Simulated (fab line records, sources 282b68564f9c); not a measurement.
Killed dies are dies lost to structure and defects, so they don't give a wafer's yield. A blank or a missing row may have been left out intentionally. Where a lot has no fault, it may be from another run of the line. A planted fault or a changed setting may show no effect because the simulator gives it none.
Problem report, 8D (eight disciplines) form, completed by code :: flow ritCmos :: the parts of the form that need people (team, actions taken, sign-off) are left out

1. THE ISSUE
Wafers without a fault read 0.844 a.u., standard deviation 0.01; oesProductAu at RIT_GATE_ETCH_19 reads a mean of 0.756 a.u. on 6 wafers belonging to 2 lots. That is -8.8 standard deviations from the usual mean.
The step: etches poly-Si in SF6/CHF3/O2, stops on SiO2, time 165 s, target depth 312.5 nm.
First observed at day 5 00:59: wafer L857.1, on rieSi-01. Wafers with a number at this step in the record: 42, from 14 lots. Rule for "out" (also "out of limits"): further than 4 standard deviations from the usual mean. Any other wafer with a number is counted as sound.

2. WHAT IT IS, WHAT IT ISN'T
question: which readings at this step
is: oesProductAu
is not: drypumpMotorCurrentA, throttleValvePct

question: which lots
is: L857, L859
is not: L845, L846, L847, L848, L849, L851, L853, L855, L862, L864, L866, L868

question: which wafers of those lots
is: all that have a number
is not: -

question: read on which tools
is: rieSi-01
is not: rieSi-02

question: when
is: from day 5 00:59
is not: up to then (24 sound wafers); but 12 sound wafers of L862, L864, L866, L868 came after

3. THE SUSPECTS, EACH WITH WHAT RULES IT OUT
Counting: a tool stays on the suspect list if, at a process step up to the reading, it processed all lots that are out and no sound lot following the first of them.
- rieSi-01 at RIT_GATE_ETCH_19 (etches poly-Si in SF6/CHF3/O2, stops on SiO2, time 165 s, target depth 312.5 nm): kept. Every lot that is out went through it, starting with L857 (day 5 00:59), and after that it ran no sound lot; the last sound lot it ran before then is L855 (day 4 15:40). Its own readings are out on those wafers: oesProductAu.
After counting, what remains is rieSi-01 at RIT_GATE_ETCH_19.

4. THE CAUSE (what the simulator had put in)
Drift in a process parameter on rieSi-01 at RIT_GATE_ETCH_19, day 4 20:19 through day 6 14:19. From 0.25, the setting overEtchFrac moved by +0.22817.
Counting left only this tool.

5. SEQUENCE OF EFFECTS, ordered by route
One row per reading whose mean, taken over the struck wafers that have a number, lies over 3 standard deviations from the usual. Only readings for which the record gives a usual standard deviation are gone through. hours: the time from each lot's start at the first step in this table that gives one to its start at this step, as a median over the lots. sigmas: the change in usual standard deviations.
hours: 0
step: RIT_GATE_ETCH_19
reading: oesProductAu
usual: 0.844 a.u.
on struck wafers: 0.756
change: -0.088
sigmas: -8.8
The process steps in it:
- RIT_GATE_ETCH_19: etches poly-Si in SF6/CHF3/O2, stops on SiO2, time 165 s, target depth 312.5 nm.

6. HOW IT WOULD HAVE BEEN CAUGHT EARLIER
The fault began at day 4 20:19; the first out-of-limits reading in this record came at day 5 00:59, 5 hours later.
